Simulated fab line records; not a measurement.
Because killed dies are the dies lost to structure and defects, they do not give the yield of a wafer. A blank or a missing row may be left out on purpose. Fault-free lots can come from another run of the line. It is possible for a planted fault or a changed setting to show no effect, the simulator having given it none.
8D (eight disciplines) problem report, filled in by code | flow berkeleyCmos170 | the parts of the form that need people (team, actions taken, sign-off) are left out

== 1. WHAT IS WRONG ==
Wafers without a fault read 56.80 W, standard deviation 0.042; heaterPowerTotalW at UCB170_PWELL_PEB_11 reads a mean of 57.50 W on 9 wafers belonging to 3 lots. Relative to the usual mean, that is a shift of +17 standard deviations.
First observed at day 4 19:00: wafer L642.1, on lithoTrack-02. The record holds 45 wafers of 15 lots with a number at this step. Rule for "out" (also "out of limits"): further than 4 standard deviations from the usual mean. Any other wafer with a number is counted as sound.

== 2. WHAT IT IS; WHAT IT IS NOT ==
question                    | is                            | is not
which readings at this step | heaterPowerTotalW, plateTempC | -
which lots                  | L642, L645, L646              | L637, L639, L641, L650, L653, L654, L655, L656, L657, L658, L659, L660
which wafers of those lots  | all that have a number        | -
read on which tools         | lithoTrack-02                 | lithoTrack-01, lithoTrack-03
when                        | from day 4 19:00              | up to then (9 sound wafers); but 27 sound wafers of L650, L653, L654, L655, L656, L657, L658, L659, L660 came after

== 3. THE SUSPECTS, EACH WITH WHAT RULES IT OUT ==
Counting: any tool at a process step up to the reading is kept as a suspect provided that every lot that is out went through it and no sound lot did after the first of them.
- lithoTrack-02 at UCB170_PWELL_PEB_11: ruled out as a lasting fault. The sound lots L656 went through it after L642, its earliest lot that is out (day 4 19:00).
Left after counting: nothing in the record.

== 4. THE CAUSE (what the simulator had put in) ==
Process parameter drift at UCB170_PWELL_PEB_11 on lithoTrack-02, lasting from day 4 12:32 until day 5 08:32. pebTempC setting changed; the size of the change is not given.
Counting ruled it out, wrongly.

== 5. SEQUENCE OF EFFECTS, ordered by route ==
Rows list readings where the struck wafers' mean (over those with a number) sits beyond 3 standard deviations from the usual. Readings are gone through only where the record gives a usual standard deviation; hours: the median, over the lots, of the time from a lot's start at the first step in this table giving one to that lot's start at this step; sigmas: the change measured in usual standard deviations.
hours | step                | reading           | usual    | on struck wafers | change | sigmas
0     | UCB170_PWELL_PEB_11 | heaterPowerTotalW | 56.80 W  | 57.50            | +0.70  | +17
0     | UCB170_PWELL_PEB_11 | plateTempC        | 130.02 C | 131.35           | +1.33  | +8.3
The process steps in it:
- UCB170_PWELL_PEB_11
Later measuring or inspecting steps at which every struck wafer that the step has a row for has a number for every such reading, and none has moved that far: UCB170_PVT_TW_MEAS_09, UCB170_GATE_THK_MEAS_02.

== 6. HOW IT WOULD HAVE BEEN CAUGHT EARLIER ==
In this record no reading fell out of limits until day 4 19:00, 6 hours after the fault had begun at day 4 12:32.
